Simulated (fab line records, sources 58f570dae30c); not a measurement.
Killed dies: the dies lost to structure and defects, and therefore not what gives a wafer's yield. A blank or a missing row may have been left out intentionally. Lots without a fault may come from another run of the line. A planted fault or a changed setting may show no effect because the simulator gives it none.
A sampling plan put to the test | flow berkeleyCmos170 | one fab line, 10 faults that these records tell of, each judged on the records of the lots that it struck
Plan = the line's own looks (route steps where a gauge or an inspection reads the wafer without altering it). A look can be judged if struck wafers have a number there and the file gives its usual mean and standard deviation on fault-free wafers. Caught: the struck wafers' mean, at a look after the fault's first step, is 4 or more of those standard deviations (sigma) away from the usual mean. On the tool: the test repeated on the tool's own readings taken at the fault's steps. Also counted as caught: the struck wafers showing another recipe, or a record that is empty for them alone.

== THE FAULTS, as the simulator had put them in ==
1. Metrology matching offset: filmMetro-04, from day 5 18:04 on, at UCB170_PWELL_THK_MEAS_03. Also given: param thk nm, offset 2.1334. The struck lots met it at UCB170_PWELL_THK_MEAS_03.
2. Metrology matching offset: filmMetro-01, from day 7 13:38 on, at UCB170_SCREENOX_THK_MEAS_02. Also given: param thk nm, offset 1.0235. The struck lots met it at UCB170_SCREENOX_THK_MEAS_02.
3. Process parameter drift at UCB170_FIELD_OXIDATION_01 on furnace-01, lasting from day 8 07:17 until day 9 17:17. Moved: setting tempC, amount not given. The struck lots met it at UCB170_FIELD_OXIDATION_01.
4. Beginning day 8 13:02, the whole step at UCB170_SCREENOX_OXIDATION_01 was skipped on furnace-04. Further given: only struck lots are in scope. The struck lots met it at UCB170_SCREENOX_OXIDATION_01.
5. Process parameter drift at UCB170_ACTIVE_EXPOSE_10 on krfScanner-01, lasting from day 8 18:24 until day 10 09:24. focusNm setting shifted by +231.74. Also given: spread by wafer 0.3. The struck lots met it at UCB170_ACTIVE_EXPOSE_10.
6. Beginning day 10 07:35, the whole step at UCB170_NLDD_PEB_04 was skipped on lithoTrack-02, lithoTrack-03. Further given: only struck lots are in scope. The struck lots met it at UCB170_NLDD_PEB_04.
7. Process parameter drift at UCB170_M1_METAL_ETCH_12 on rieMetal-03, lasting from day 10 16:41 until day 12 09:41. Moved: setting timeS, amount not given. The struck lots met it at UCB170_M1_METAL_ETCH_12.
8. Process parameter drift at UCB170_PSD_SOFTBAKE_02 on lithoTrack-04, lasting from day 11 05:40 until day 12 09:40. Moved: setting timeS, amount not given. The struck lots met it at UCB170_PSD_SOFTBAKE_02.
9. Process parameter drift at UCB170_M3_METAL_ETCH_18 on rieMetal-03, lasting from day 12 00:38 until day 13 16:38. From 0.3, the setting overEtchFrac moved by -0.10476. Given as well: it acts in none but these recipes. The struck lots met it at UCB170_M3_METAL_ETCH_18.
10. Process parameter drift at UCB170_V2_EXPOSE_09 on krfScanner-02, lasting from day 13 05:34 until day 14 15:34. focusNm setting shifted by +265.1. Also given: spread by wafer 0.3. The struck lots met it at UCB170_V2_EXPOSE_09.

== WHAT THE PLAN SAW ==
fault | on the tool itself                               | first look that catches it                   | reading, sigma | median hours from its first step to that look | hours from the fault's start to the first struck lot there | judged looks passed uncaught
1     | only faintly: PWELL_OXIDE_THK +3.5 sigma         | not the one look that can be judged after it | -              | -                                             | -                                                          | 1
2     | SCREENOX_OXIDE_THK +4.2 sigma                    | not the one look that can be judged after it | -              | -                                             | -                                                          | 1
3     | tubeCenterTempC +84 sigma                        | no look after it can be judged               | -              | -                                             | -                                                          | 0
4     | the tool's record is blank for the struck wafers | no look after it can be judged               | -              | -                                             | -                                                          | 0
5     | exposureDoseMJCm2 -4.3 sigma                     | not the one look that can be judged after it | -              | -                                             | -                                                          | 1
6     | the tool's record is blank for the struck wafers | no look after it can be judged               | -              | -                                             | -                                                          | 0
7     | runLengthS -38 sigma                             | not the one look that can be judged after it | -              | -                                             | -                                                          | 1
8     | runLengthS +98 sigma                             | no look after it can be judged               | -              | -                                             | -                                                          | 0
9     | only faintly: oesProductAu +2.9 sigma            | no look after it can be judged               | -              | -                                             | -                                                          | 0
10    | exposureDoseMJCm2 -6.7 sigma                     | no look after it can be judged               | -              | -                                             | -                                                          | 0
A dash: the fault isn't caught, or these records don't give the number.

Caught at a look: 0 of 10. Caught on the tool: 8 of 10. By one or the other: 8 of 10.
Faults caught by the tool alone: 2, 3, 4, 5, 6, 7, 8, 10.
Caught by neither: faults 1, 9.
